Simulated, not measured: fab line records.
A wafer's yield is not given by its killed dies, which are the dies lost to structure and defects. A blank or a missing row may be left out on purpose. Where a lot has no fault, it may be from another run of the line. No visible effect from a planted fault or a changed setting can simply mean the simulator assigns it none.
Split-lot experiment    flow rit_cmos    5 lots, 23 wafers read, on a route of 202 steps

ON THE SPLIT
At RIT_NSD_IMPLANT_08, the setting energy_kev was moved away from the recipe's 25 on 8 of the 23 wafers read, by -5.1% to +5.5%. All remaining wafers had this setting at the recipe value.

THE PATH FROM SPLIT TO READING: the file shows 1 step between them
- RIT_NSD_STRIP_09: strips in O2, time 180 s

THE READING
NSD_TW, at RIT_NSD_TW_MEAS_10. On this fab line, fault-free wafers typically give 3108 with a standard deviation of 17.

wafer   tool, chamber at the split  energy_kev as run  against the recipe  NSD_TW  against lot-mates on the recipe
L078.1  implanter-02, 0             25                 recipe              3116    -
L078.2  implanter-02, 0             25                 recipe              3112    -
L078.5  implanter-02, 0             25                 recipe              3099    -
L079.1  implanter-04, 0             26.37              +5.5%               3166    +62
L079.2  implanter-04, 0             26.37              +5.5%               3151    +46
L079.3  implanter-04, 0             25                 recipe              3097    -
L079.4  implanter-04, 0             25                 recipe              3112    -
L079.5  implanter-04, 0             26.37              +5.5%               3146    +42
L081.1  implanter-04, 0             25                 recipe              3121    -
L081.2  implanter-04, 0             25                 recipe              3111    -
L081.3  implanter-04, 0             25                 recipe              3101    -
L081.5  implanter-04, 0             25                 recipe              3094    -
L081.6  implanter-04, 0             25                 recipe              3094    -
L082.1  implanter-02, 0             25                 recipe              3090    -
L082.3  implanter-02, 0             25.68              +2.7%               3121    +29
L082.4  implanter-02, 0             25                 recipe              3091    -
L082.5  implanter-02, 0             25.68              +2.7%               3127    +35
L082.6  implanter-02, 0             25                 recipe              3095    -
L085.1  implanter-02, 0             25                 recipe              3145    -
L085.2  implanter-02, 0             23.72              -5.1%               3105    -36
L085.3  implanter-02, 0             23.72              -5.1%               3096    -46
L085.4  implanter-02, 0             25                 recipe              3138    -
L085.6  implanter-02, 0             23.72              -5.1%               3087    -54

FIT RESULTS
A straight line over all 23 wafers: NSD_TW changes by +5.48 for each +1% of energy_kev; r = +0.70; the points scatter about the line by 16.
The same after taking each lot's own level away (the mean of its wafers on the recipe; 23 wafers): +9.19 for each +1%; r = +0.96; scatter 8.
That fit puts the effect of the largest move of energy_kev on the reading at 50.
From 3092.0 to 3141.5: that is the span of the lots' own levels, equal to 2.9 times the standard deviation above.
So the lot-to-lot level blurs the effect unless lot-mates are compared.
Check: with one of the wafers moved furthest among these (+5.5%) left out of the fit, the line predicts +48.7 for it against its lot-mates. Against them it came out at +61.5.

THESE WAFERS: OTHER SPLITS
Note: prior to the reading, these wafers also went through further splits. Each is held against what the fit with the lots' levels taken away leaves over:
other split on the same wafers       wafers away from the commonest value  r with NSD_TW (lot level and that fit taken away)
RIT_GATE_DEVELOP_15 develop_time_s   8                                     -0.08
RIT_PLDD_IMPLANT_08 energy_kev       9                                     -0.18
RIT_SPACER_CVD_03 sih2cl2_flow_sccm  15                                    +0.00
RIT_NSD_HARDBAKE_07 temp_c           9                                     +0.04

THE WHOLE CHAIN: every reading that the file lists as answering this split, in the file's order
step                what it does  reading                                                          change (the file's fit)                 r (the file's)
RIT_NSD_IMPLANT_08                implant.rp_nm (the simulator's own value, which no gauge read)   +0.221 nm for each +1% of the setting   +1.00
RIT_NSD_IMPLANT_08                implant.drp_nm (the simulator's own value, which no gauge read)  +0.0894 nm for each +1% of the setting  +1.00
RIT_NSD_TW_MEAS_10                NSD_TW                                                           +9.34 for each +1% of the setting       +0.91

THE FILE'S OWN FIT
NSD_TW changes by +9.34 for each +1% of energy_kev, r = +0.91.
